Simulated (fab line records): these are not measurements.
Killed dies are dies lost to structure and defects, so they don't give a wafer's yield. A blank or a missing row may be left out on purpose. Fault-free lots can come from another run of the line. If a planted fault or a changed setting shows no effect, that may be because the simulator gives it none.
Which tool was responsible? -- flow rit_cmos -- 13 lots, 39 wafers sampled, at 2 steps of a route of 202

== WHAT EACH GAUGE READ, for each wafer ==
RIT_M1_CD_MEAS_90: target cd 2600 nm.
lot,measured,on,cd_nm (nm)
L153,day 3 07:28,cd_sem-01,2599 2599 2598
L154,day 3 11:40,cd_sem-02,2605 2599 2599
L157,day 4 07:41,cd_sem-01,2596 2599 2595
L158,day 4 08:52,cd_sem-02,2603 2601 2603
L160,day 4 21:27,cd_sem-01,2603 2607 2603
L161,day 5 00:47,cd_sem-01,2598 2598 2599
L162,day 5 05:10,cd_sem-01,2603 2604 2602
L164,day 5 15:24,cd_sem-02,2599 2603 2601
L165,day 5 18:05,cd_sem-01,2610 2603 2611
L168,day 6 10:31,cd_sem-02,2602 2601 2602
L169,day 6 15:15,cd_sem-01,2590 2601 2588
L170,day 6 23:41,cd_sem-01,2601 2600 2601
L175,day 8 00:32,cd_sem-01,2593 2596 2593

== TOOL THAT RAN EACH LOT (tool first, then ch and the chambers of the sampled wafers, then the start) ==
lot,RIT_M1_METAL_ETCH_12
L153,"rie_metal-04 ch 0,1, day 3 06:55"
L154,"rie_metal-03 ch 0,1, day 3 11:09"
L157,"rie_metal-03 ch 0,1, day 4 07:11"
L158,"rie_metal-01 ch 0,1, day 4 08:21"
L160,"rie_metal-03 ch 0,1, day 4 20:55"
L161,"rie_metal-01 ch 0,1, day 5 00:16"
L162,"rie_metal-04 ch 0,1, day 5 04:38"
L164,"rie_metal-01 ch 1, day 5 14:50"
L165,"rie_metal-04 ch 0,1, day 5 17:32"
L168,"rie_metal-04 ch 0,1, day 6 09:58"
L169,"rie_metal-03 ch 0,1, day 6 14:42"
L170,"rie_metal-01 ch 0,1, day 6 23:11"
L175,"rie_metal-01 ch 1, day 7 23:59"
- RIT_M1_METAL_ETCH_12: etches Al in Cl2/BCl3, stops on SiO2, time 165 s, target depth 600 nm.

== WHAT THE TOOLS THEMSELVES READ (means of the sampled wafers that have a number; where no wafer has one, the mark that the record gives instead) ==
RIT_M1_METAL_ETCH_12.
lot,tool,drypump_motor_current_A (A),oes_product_au (a.u.),throttle_valve_pct (%)
L153,rie_metal-04,5.3,0.774,8.27
L154,rie_metal-03,5.9,0.757,8.19
L157,rie_metal-03,5.9,0.765,8.18
L158,rie_metal-01,5.5,0.781,8.16
L160,rie_metal-03,5.9,0.767,8.18
L161,rie_metal-01,5.6,0.782,8.15
L162,rie_metal-04,5.7,0.785,8.23
L164,rie_metal-01,5.8,0.803,8.25
L165,rie_metal-04,5.7,0.787,8.23
L168,rie_metal-04,5.2,0.771,8.26
L169,rie_metal-03,5.9,0.753,8.18
L170,rie_metal-01,5.5,0.776,8.16
L175,rie_metal-01,5.8,0.791,8.26

== THE ANSWER, worked out from the rows above alone ==
Rule: usual is defined by the lots themselves. The widest of any qualifying gaps counts: lots, ordered by their means at a reading, are off when they make up no more than a third of the lots, leave a main group of 4 or more, and stand apart from it by 3 or more times the standard deviation of that group's means. A main group whose means are all the same, to the digits that the tables above print for the reading, isn't used. A lot without any number at a reading at which 4 lots or more have one is off too. The other lots that the step has rows for count as sound. Order of review: gauges by route order, followed by the tools' own readings, for which a lot's mean as printed above is used. At the first step where some lot is off, the reading lying furthest off is the one used; lots without a number count as furthest.
None of the lots is off at any reading shown; this tells nothing.

== WHAT THE SIMULATOR PUT IN ==
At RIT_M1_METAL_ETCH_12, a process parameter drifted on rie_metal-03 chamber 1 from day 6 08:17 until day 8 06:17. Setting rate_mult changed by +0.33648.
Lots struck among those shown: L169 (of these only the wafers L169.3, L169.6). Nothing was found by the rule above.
